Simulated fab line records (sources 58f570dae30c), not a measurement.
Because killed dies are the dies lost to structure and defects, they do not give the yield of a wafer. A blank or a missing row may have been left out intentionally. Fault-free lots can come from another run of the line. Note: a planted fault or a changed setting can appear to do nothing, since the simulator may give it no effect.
Which tool was responsible?    flow berkeleyCmos170    42 wafers from 14 lots sampled at 6 of the route's 331 steps

## WHAT EACH GAUGE READ, for each wafer
UCB170_SACOX_THK_MEAS_02. Usual: SACOX_OXIDE_THK typically reads 14.3 nm, with standard deviation 0.32.
lot   measured      on            SACOX_OXIDE_THK (nm)  flag
L848  day 5 14:56   filmMetro-01  14.2 14.0 13.9        
L850  day 6 05:25   filmMetro-04  15.0 14.7 15.0        
L855  day 7 12:28   filmMetro-04  14.1 14.4 14.3        
L854  day 7 12:31   filmMetro-03  14.5 14.5 14.5        
L860  day 7 23:06   filmMetro-04  14.3 14.4 14.3        
L861  day 8 17:32   filmMetro-01  14.0 14.1 14.1        
L862  day 8 17:32   filmMetro-04  14.3 14.3 14.5        
L864  day 9 09:05   filmMetro-04  14.2 14.2 14.5        
L866  day 9 09:05   filmMetro-03  15.0 15.0 15.1        
L867  day 10 00:26  filmMetro-01  14.2 14.4 14.3        
L869  day 10 14:02  filmMetro-01  14.2 14.4 14.0        
L870  day 10 14:02  filmMetro-04  14.2 13.9 13.8        
L868  day 10 14:03  filmMetro-03  14.0 14.0 14.1        
L871  day 10 14:06  filmMetro-04  14.1 14.4 14.3        

UCB170_SDANNEAL_RS_MEAS_02: a four-point-probe measurement. Usual: PSD_RS typically reads 75.61 ohm/sq, with standard deviation 0.3.
lot   measured      on            PSD_RS (ohm/sq)    flag
L848  day 7 12:46   filmMetro-02  76.08 75.84 75.68  
L850  day 8 02:59   filmMetro-01  75.33 75.51 75.27  
L855  day 9 20:38   filmMetro-02  79.92 79.83 79.49  OFF
L854  day 9 20:08   filmMetro-02  79.87 79.91 79.55  OFF
L860  day 9 20:27   filmMetro-03  75.91 75.65 75.41  
L861  day 11 00:20  filmMetro-02  75.81 75.81 76.07  
L862  day 11 00:44  filmMetro-03  75.22 76.04 75.74  
L864  day 11 13:34  filmMetro-01  75.84 75.54 75.62  
L866  day 11 13:23  filmMetro-03  75.27 75.35 75.63  
L867  day 11 22:37  filmMetro-01  76.22 75.71 75.65  
L869  day 12 14:16  filmMetro-02  76.25 76.28 75.96  
L870  day 12 13:33  filmMetro-02  75.22 75.31 75.76  
L868  day 12 14:48  filmMetro-03  75.36 75.41 75.86  
L871  day 12 13:45  filmMetro-03  75.45 75.48 75.75  

UCB170_SILICIDE_RS_MEAS_02: a four-point-probe measurement. Usual: SILICIDE_TI_RS typically reads 25.5 ohm/sq, with standard deviation 0.48.
lot   measured      on            SILICIDE_TI_RS (ohm/sq)  flag
L848  day 7 13:20   filmMetro-02  25.5 25.3 25.7           
L850  day 8 03:34   filmMetro-04  25.1 25.1 24.5           
L855  day 9 21:12   filmMetro-02  25.0 24.9 24.9           
L854  day 9 20:45   filmMetro-04  25.9 25.7 26.2           
L860  day 9 21:04   filmMetro-04  26.0 25.4 25.7           
L861  day 11 00:55  filmMetro-04  25.5 25.7 26.0           
L862  day 11 01:18  filmMetro-02  25.4 25.3 25.9           
L864  day 11 14:08  filmMetro-02  25.8 24.8 26.0           
L866  day 11 13:57  filmMetro-04  25.9 25.3 26.1           
L867  day 11 23:12  filmMetro-04  25.6 26.6 25.3           
L869  day 12 14:50  filmMetro-01  26.9 25.4 25.6           
L870  day 12 14:08  filmMetro-01  25.2 25.6 25.7           
L868  day 12 15:23  filmMetro-02  25.6 26.4 25.6           
L871  day 12 14:20  filmMetro-04  25.7 25.3 25.8           

## WHICH TOOL RAN EACH LOT (tool, then ch and the chambers of the sampled wafers, then the start)
lot   UCB170_SPACER_CVD_00             UCB170_PSD_IMPLANT_08            UCB170_PSD_STRIP_09
L848  pecvd-01 ch 0,1,2, day 7 00:37   implanter-01 ch 0, day 7 08:40   plasmaAsher-01 ch 0,1, day 7 08:48
L850  pecvd-03 ch 0,1,2, day 7 17:23   implanter-03 ch 0, day 7 21:35   plasmaAsher-02 ch 0,1, day 7 21:44
L855  pecvd-02 ch 0,1, day 9 04:36     implanter-03 ch 0, day 9 16:22   plasmaAsher-01 ch 0,1, day 9 16:31
L854  pecvd-01 ch 0,1,2, day 9 04:20   implanter-03 ch 0, day 9 16:07   plasmaAsher-02 ch 0,1, day 9 16:15
L860  pecvd-02 ch 1,2, day 9 10:25     implanter-02 ch 0, day 9 16:14   plasmaAsher-03 ch 0,1, day 9 16:23
L861  pecvd-03 ch 0,1, day 10 11:41    implanter-02 ch 0, day 10 20:13  plasmaAsher-02 ch 0,1, day 10 20:21
L862  pecvd-02 ch 0,1,2, day 10 11:52  implanter-02 ch 0, day 10 20:30  plasmaAsher-03 ch 0,1, day 10 20:38
L864  pecvd-03 ch 0,1,2, day 11 01:54  implanter-02 ch 0, day 11 10:19  plasmaAsher-03 ch 0,1, day 11 10:28
L866  pecvd-01 ch 0,1,2, day 11 02:15  implanter-02 ch 0, day 11 10:02  plasmaAsher-03 ch 0,1, day 11 10:11
L867  pecvd-03 ch 0,1, day 11 11:14    implanter-01 ch 0, day 11 19:04  plasmaAsher-03 ch 0,1, day 11 19:13
L869  pecvd-02 ch 0,2, day 12 03:01    implanter-03 ch 0, day 12 10:33  plasmaAsher-01 ch 0,1, day 12 10:42
L870  pecvd-03 ch 0,1, day 12 02:33    implanter-03 ch 0, day 12 10:13  plasmaAsher-02 ch 0,1, day 12 10:22
L868  pecvd-03 ch 0,2, day 12 03:41    implanter-02 ch 0, day 12 10:56  plasmaAsher-02 ch 0,1, day 12 11:04
L871  pecvd-01 ch 0,2, day 12 03:23    implanter-02 ch 0, day 12 10:22  plasmaAsher-03 ch 0,1, day 12 10:31
- UCB170_SPACER_CVD_00: deposits SiO2 from TEOS/O2, target thk 376 nm, time 47 s.
- UCB170_PSD_IMPLANT_08
- UCB170_PSD_STRIP_09: strips in O2.

## WHAT THE TOOLS THEMSELVES READ (means of the sampled wafers that have a number; where no wafer has one, the mark that the record gives instead)
UCB170_SPACER_CVD_00. Usual: heaterPowerW 272 W, standard deviation 50; pressureMtorr 8998 mTorr, standard deviation 18.
lot   tool      heaterPowerW (W)  pressureMtorr (mTorr)  flag
L848  pecvd-01  308               9002                   
L850  pecvd-03  267               8992                   
L855  pecvd-02  298               8985                   
L854  pecvd-01  260               9013                   
L860  pecvd-02  308               9003                   
L861  pecvd-03  261               8987                   
L862  pecvd-02  261               9016                   
L864  pecvd-03  254               8988                   
L866  pecvd-01  308               8992                   
L867  pecvd-03  285               8997                   
L869  pecvd-02  270               8997                   
L870  pecvd-03  284               9012                   
L868  pecvd-03  245               8993                   
L871  pecvd-01  247               9000                   

UCB170_PSD_STRIP_09. Usual: drypumpMotorCurrentA 5.33 A, standard deviation 0.3; oesProductAu 0.600 a.u., standard deviation 0.0045; stripTimeToEndpointS 29.39 s, standard deviation 0.065.
lot   tool            drypumpMotorCurrentA (A)  oesProductAu (a.u.)  stripTimeToEndpointS (s)  flag
L848  plasmaAsher-01  5.24                      0.600                29.40                     
L850  plasmaAsher-02  5.37                      0.597                29.47                     
L855  plasmaAsher-01  5.24                      0.608                28.49                     OFF
L854  plasmaAsher-02  5.37                      0.611                28.57                     OFF
L860  plasmaAsher-03  5.46                      0.598                29.41                     
L861  plasmaAsher-02  5.04                      0.603                29.46                     
L862  plasmaAsher-03  5.46                      0.597                29.36                     
L864  plasmaAsher-03  5.47                      0.603                29.31                     
L866  plasmaAsher-03  5.47                      0.601                29.46                     
L867  plasmaAsher-03  5.45                      0.601                29.33                     
L869  plasmaAsher-01  5.23                      0.607                29.35                     
L870  plasmaAsher-02  5.05                      0.602                29.41                     
L868  plasmaAsher-02  5.04                      0.601                29.38                     
L871  plasmaAsher-03  5.47                      0.604                29.30                     

## THE ANSWER, worked out from the rows above alone
Rule: take the mean of a lot's wafers that have a number; if it is more than 3 standard deviations from the usual mean, the lot is off. A lot without any number at a reading at which 4 lots or more have one is off too. The other lots that the step has rows for count as sound. The gauges are gone through in route order, then the tools' own readings, and for those a lot's mean is taken as printed above. The first step at which some lot is off is used, and at that step the reading that is off furthest; a lot without a number counts as furthest.
Off: at UCB170_SDANNEAL_RS_MEAS_02 (PSD_RS), L855, L854.
If a tool, at a process step before that reading, ran all the lots that are off and no sound lot after the first of them, it fits. Not tried: the gauges at UCB170_SDANNEAL_RS_MEAS_02; whatever is off there is also off at UCB170_PSD_STRIP_09, on other tools, and gauge error can't account for it. No candidate that was tried fits.

## WHAT HAD BEEN PUT IN BY THE SIMULATOR
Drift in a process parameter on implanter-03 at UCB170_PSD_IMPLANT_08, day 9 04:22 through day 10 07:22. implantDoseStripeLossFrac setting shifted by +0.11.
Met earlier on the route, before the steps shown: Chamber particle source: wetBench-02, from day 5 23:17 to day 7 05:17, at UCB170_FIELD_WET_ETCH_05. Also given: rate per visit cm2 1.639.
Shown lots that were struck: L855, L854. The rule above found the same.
